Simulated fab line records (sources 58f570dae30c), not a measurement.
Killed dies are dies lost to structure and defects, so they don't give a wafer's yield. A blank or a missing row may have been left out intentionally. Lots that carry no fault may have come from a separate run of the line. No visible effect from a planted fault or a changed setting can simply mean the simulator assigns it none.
A struck lot beside a sound one :: flow berkeley_cmos170 :: 33 steps out of a route of 331
Sound: wafers L676.1, L676.5, L676.6. Wafers struck: L662.3, L662.4, L662.6. The cause is named last.
Per side, at each step with rows, come the tool, then ch with its chambers, and then its first start. Under that, the readings that differ: sound wafers :: struck wafers :: difference of the means :: sigmas: that difference in standard deviations of wafers without a fault.
alike: readings whose means differ by less than 2 such deviations, and words and numbers that are the same on both sides. not compared: withheld readings, readings that some wafer has no value for, bounds like >300 that may hide the same value, and numbers for which the record gives no deviation and whose values overlap.
The two part at a step that has a row with sigmas, a row that says differs or no value, or rows on one side only. Numbers that have no deviation but don't overlap get no sigmas and don't part them. Lack of a reading on every wafer of one side parts them only where that side has two or more wafers.

first, 6 steps without rows for these wafers: UCB170_SDANNEAL_RTA_01 (time 5 s); UCB170_SILICIDE_PRE_CLEAN_00 (preclean etch time 60 s); UCB170_SILICIDE_SPUTTER_01 (material Ti, target thk 30 nm, time 25 s); UCB170_SILICIDE_RTA_04 (time 15 s); UCB170_SILICIDE_WET_ETCH_05 (etches Ti in SPM, time 45 s); UCB170_CONTACT_CLEAN_00 (cleans in SPM, time 600 s).
UCB170_CONTACT_CVD_01: deposits PSG from SiH4/O2/PH3, target thk 700 nm, time 2820 s.
  sound on lpcvd-02 ch 1, day 10 18:02; struck on lpcvd-01 ch 1, day 7 05:47
reading: spike_tc_centre_C (C)
sound: 451.5 450.9 451.1
struck: 464.8 462.7 461.5
difference: +11.8
sigmas: +9

reading: spike_tc_load_C (C)
sound: 470.1 470.1 470.0
struck: 479.1 482.3 482.4
difference: +11.2
sigmas: +7

reading: spike_tc_source_C (C)
sound: 467.7 467.5 468.1
struck: 481.0 482.7 482.0
difference: +14.1
sigmas: +12

reading: susceptor_temp_C (C)
sound: 449.89 450.07 449.97
struck: 461.52 461.80 461.68
difference: +11.69
sigmas: +53

reading: model.PSG_of_CONTACT_CVD_01.thk_nm (nm)
sound: 710.3 704.8 701
struck: 768.7 772.6 774
difference: +66.4
sigmas: 
  alike: zone_power_source_pct
UCB170_CONTACT_THK_MEAS_02:
  struck on film_metro-02, day 7 07:35; sound on film_metro-03, day 10 19:50
reading: CONTACT_PSG_THK (nm)
sound: 710 705 701
struck: 769 773 773
difference: +66
sigmas: +9
then, 13 steps without rows for these wafers: UCB170_CONTACT_HMDS_03 (prime time 60 s); UCB170_CONTACT_COAT_04 (resist thk 900 nm); UCB170_CONTACT_SOFTBAKE_05 (time 60 s); UCB170_CONTACT_STRIP_06 (strips in O2); UCB170_CONTACT_CLEAN_07 (cleans in SPM, time 600 s); UCB170_CONTACT_RTA_08 (time 10 s); UCB170_CONTACT_COAT_09; UCB170_CONTACT_COAT_10 (resist thk 900 nm); UCB170_CONTACT_SOFTBAKE_11 (time 60 s); UCB170_CONTACT_EXPOSE_12 (exposes mask CONT, target cd 700 nm); UCB170_CONTACT_PEB_13; UCB170_CONTACT_DEVELOP_14 (develop time 45 s); UCB170_CONTACT_ETCH_17 (etches BARC in N2/H2).
UCB170_CONTACT_ETCH_18: etches PSG in CHF3/CF4/Ar, stops on TiSi2, target depth 840 nm, time 195 s.
  sound on rie_diel-02 ch 0,2,3; struck on rie_diel-03 ch 0,1,3
reading: oes_product_au (a.u.)
sound: 0.923 0.927 0.895
struck: 0.944 0.939 0.963
difference: +0.034
sigmas: +3

reading: model.etch.depth_nm (nm)
sound: 710.3 704.8 701
struck: 768.7 772.6 774
difference: +66.4
sigmas: 

reading: model.CONTACT.feature_depth_nm (nm)
sound: 710.3 704.8 701
struck: 768.7 772.6 774
difference: +66.4
sigmas: 
  alike: drypump_motor_current_A, throttle_valve_pct
  not compared: rf_hours_counter_h
then, 9 steps without rows for these wafers: UCB170_CONTACT_STRIP_19 (strips in O2); UCB170_CONTACT_CLEAN_20 (cleans in SPM, time 600 s); UCB170_M1_SPUTTER_00 (material Al, target thk 600 nm, time 80 s); UCB170_M1_COAT_03; UCB170_M1_COAT_04 (resist thk 900 nm); UCB170_M1_SOFTBAKE_05 (time 60 s); UCB170_M1_EXPOSE_06 (exposes mask METAL1, target cd 700 nm); UCB170_M1_PEB_07; UCB170_M1_DEVELOP_08 (develop time 45 s).
UCB170_M1_METAL_ETCH_12: etches Al in Cl2/BCl3, stops on PSG, target depth 780 nm, time 130 s.
  sound on rie_metal-01 ch 0,1, day 11 01:00; struck on rie_metal-01 ch 0,1, day 7 13:13
reading: model.PSG_of_CONTACT_CVD_01.thk_nm (nm)
sound: 672.9 668.8 663.8
struck: 730.6 736.6 735.7
difference: +65.8
sigmas: 
  alike: drypump_motor_current_A, oes_product_au, throttle_valve_pct
  not compared: rf_hours_counter_h
UCB170_M3_PROBE_99:
  struck on prober-02, day 8 07:34; sound on prober-01, day 11 19:45
reading: model.etest.field_p_metal.vt_v (V)
sound: -60.24 -59.92 -59.38
struck: -63.77
difference: -3.92
sigmas: 

reading: model.etest.field_n_metal.vt_v (V)
sound: 53.09 52.88 52.2
struck: 56.4
difference: +3.7
sigmas: 
  not compared: model.etest.antenna_contact.vt_shift_v

== WHERE THEY PART ==
Last at UCB170_CONTACT_ETCH_18 as far as this record goes, first at UCB170_CONTACT_CVD_01. Later steps at which nothing parts them and some readings are alike: UCB170_M1_METAL_ETCH_12.

WHY: what the simulator had put in
lpcvd-01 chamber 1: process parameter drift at UCB170_CONTACT_CVD_01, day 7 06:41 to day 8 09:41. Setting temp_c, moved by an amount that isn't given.
